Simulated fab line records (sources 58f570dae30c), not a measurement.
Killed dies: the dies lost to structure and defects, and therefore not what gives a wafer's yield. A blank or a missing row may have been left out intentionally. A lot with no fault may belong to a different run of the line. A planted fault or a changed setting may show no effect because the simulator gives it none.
8D (eight disciplines) problem report, filled in by code / flow berkeley-cmos170 / the parts of the form that need people (team, actions taken, sign-off) are left out

1. WHAT IS WRONG
Wafers without a fault read 21.64 s, standard deviation 0.047; strip-time-to-endpoint-s at UCB170_NVT_STRIP_08 reads a mean of 23.59 s on 6 wafers belonging to 2 lots. That puts it +41 standard deviations away from the usual mean.
The step: strips in O2.
Seen first at day 8 08:30 on plasma-asher-02, wafer L414.2. The record holds 42 wafers of 14 lots with a number at this step. The rule behind "out" and "out of limits": a value lying over 4 standard deviations away from the usual mean. The other wafers with a number count as sound.

2. WHAT IT IS AND WHAT IT IS NOT
question=which readings at this step | is=strip-time-to-endpoint-s | is not=chamber-pressure-mTorr, drypump-motor-current-A, oes-product-au
question=which lots | is=L414, L416 | is not=L405, L406, L407, L408, L409, L418, L419, L420, L421, L423, L425, L427
question=which wafers of those lots | is=all that have a number | is not=-
question=read on which tools | is=plasma-asher-02, plasma-asher-03 | is not=plasma-asher-01
question=when | is=from day 8 08:30 | is not=up to then (15 sound wafers); but 21 sound wafers of L418, L419, L420, L421, L423, L425, L427 came after

3. SUSPECTS, AND WHAT RULES EACH OUT
Counting: any tool at a process step up to the reading is kept as a suspect provided that every lot that is out went through it and no sound lot did after the first of them.
- plasma-asher-02 at UCB170_PWELL_STRIP_16 (strips in O2): ruled out as a lasting fault. After its first lot that is out, L414 (day 5 07:30), sound lots L418, L419 ran on it.
- litho-track-03 at UCB170_NVT_COAT_01 (resist thk 900 nm): kept. It processed each lot that is out, first L414 at day 8 07:08, and no sound lot thereafter; up to then, the last sound lot it processed was L408 at day 7 01:46.
Left after counting: litho-track-03 at UCB170_NVT_COAT_01.

4. THE CAUSE (what the simulator had put in)
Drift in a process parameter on litho-track-03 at UCB170_NVT_COAT_01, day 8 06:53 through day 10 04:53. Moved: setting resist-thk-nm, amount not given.
The count eliminated every tool but this one.

5. THE EFFECT CHAIN, in route order
One row per reading whose mean, taken over the struck wafers that have a number, lies over 3 standard deviations from the usual. Only readings whose record carries a usual standard deviation are examined. hours: median over the lots of the time between each lot's start at the first step of this table that gives one and its start at this step. sigmas: the change, counted in usual standard deviations.
hours=0; step=UCB170_NVT_STRIP_08; reading=strip-time-to-endpoint-s; usual=21.64 s; on struck wafers=23.59; change=+1.95; sigmas=+41
Its process steps:
- UCB170_NVT_STRIP_08: strips in O2.

6. HOW IT WOULD HAVE BEEN CAUGHT EARLIER
2 hours passed between the start of the fault at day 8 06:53 and the first reading out of limits in this record, taken at day 8 08:30.
Lots out: 2; of these, L416 started UCB170_NVT_COAT_01 on litho-track-03 after day 8 08:30. Putting the tool on hold at that point would have spared it.
